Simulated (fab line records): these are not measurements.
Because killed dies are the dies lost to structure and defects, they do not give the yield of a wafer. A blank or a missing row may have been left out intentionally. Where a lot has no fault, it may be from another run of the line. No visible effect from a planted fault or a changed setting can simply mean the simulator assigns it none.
Split-lot trial + flow rit cmos + route with 202 steps; 5 lots, 23 wafers read

## ABOUT THE SPLIT
At RIT_PWELL_SOFTBAKE_02 (time 60 s), the setting temp c was moved away from the recipe's 90 C on 7 of the 23 wafers read, by -1.4% to +2.9%. All remaining wafers had this setting at the recipe value.

## FROM THE SPLIT TO THE READING: what the file shows between them, 2 steps
- RIT_PWELL_EXPOSE_03: exposes mask M3, target cd 43700 nm
- RIT_PWELL_PEB_04

## THE READING
NOVOLAK_of_PWELL_COAT_01.thk nm (the simulator's own value, which no gauge read), in nm, at RIT_PWELL_DEVELOP_05 (develop time 68 s). The file gives no usual value for it. Average 1280 nm, standard deviation 4 nm, over the 16 wafers here run with the recipe.

| wafer  | tool, chamber at the split | temp c as run, C | against the recipe | NOVOLAK_of_PWELL_COAT_01.thk nm, nm | against lot-mates on the recipe |
|--------|----------------------------|------------------|--------------------|-------------------------------------|---------------------------------|
| L075.1 | litho track-04, 0          | 90               | recipe             | 1283                                | -                               |
| L075.4 | litho track-04, 0          | 90               | recipe             | 1283                                | -                               |
| L075.6 | litho track-04, 0          | 90               | recipe             | 1286                                | -                               |
| L077.1 | litho track-02, 0          | 90               | recipe             | 1284                                | -                               |
| L077.2 | litho track-02, 0          | 90               | recipe             | 1284                                | -                               |
| L077.3 | litho track-02, 0          | 90               | recipe             | 1282                                | -                               |
| L077.4 | litho track-02, 0          | 90               | recipe             | 1278                                | -                               |
| L077.6 | litho track-02, 0          | 90               | recipe             | 1285                                | -                               |
| L078.2 | litho track-02, 0          | 90               | recipe             | 1272                                | -                               |
| L078.3 | litho track-02, 0          | 90               | recipe             | 1276                                | -                               |
| L078.4 | litho track-02, 0          | 92.64            | +2.9%              | 1263                                | -11                             |
| L078.5 | litho track-02, 0          | 90               | recipe             | 1275                                | -                               |
| L078.6 | litho track-02, 0          | 92.64            | +2.9%              | 1266                                | -8                              |
| L080.1 | litho track-03, 0          | 88.72            | -1.4%              | 1284                                | +6                              |
| L080.2 | litho track-03, 0          | 90               | recipe             | 1277                                | -                               |
| L080.3 | litho track-03, 0          | 88.72            | -1.4%              | 1279                                | +0                              |
| L080.4 | litho track-03, 0          | 88.72            | -1.4%              | 1281                                | +2                              |
| L080.6 | litho track-03, 0          | 90               | recipe             | 1280                                | -                               |
| L085.1 | litho track-02, 0          | 91.87            | +2.1%              | 1270                                | -8                              |
| L085.4 | litho track-02, 0          | 91.87            | +2.1%              | 1270                                | -8                              |
| L085.2 | litho track-02, 0          | 90               | recipe             | 1277                                | -                               |
| L085.5 | litho track-02, 0          | 90               | recipe             | 1277                                | -                               |
| L085.3 | litho track-02, 0          | 90               | recipe             | 1279                                | -                               |

FIT RESULTS
A straight line over all 23 wafers: NOVOLAK_of_PWELL_COAT_01.thk nm changes by -4.13 nm for each +1% of temp c; r = -0.78; the points scatter about the line by 4 nm.
The same after taking each lot's own level away (the mean of its wafers on the recipe; 23 wafers): -3.12 nm for each +1%; r = -0.89; scatter 1.9 nm.
That fit puts the effect of the largest move of temp c on the reading at 9.1 nm.
The lots' own levels span 1274.3 to 1284.0 nm, that is 2.4 times the standard deviation above.
So the lot-to-lot level blurs the effect unless lot-mates are compared.
Check: -8.81 nm against its lot-mates is what the line predicts for one of the wafers moved furthest among these (+2.9%) when that wafer is left out of the fit. It came out at -11.3 nm against them.

## ADDITIONAL SPLITS CARRIED BY THESE WAFERS
Note: prior to the reading, these wafers also went through further splits. Each is held against what the fit with the lots' levels taken away leaves over:
| other split on the same wafers | wafers away from the commonest value | r with NOVOLAK_of_PWELL_COAT_01.thk nm (lot level and that fit taken away) |
|--------------------------------|--------------------------------------|----------------------------------------------------------------------------|
| RIT_FOX2_OXIDATION_00 temp c   | 15                                   | -0.05                                                                      |

## THE FILE'S OWN FIT
NOVOLAK_of_PWELL_COAT_01.thk nm changes by -3.29 nm for each +1% of temp c, r = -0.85.
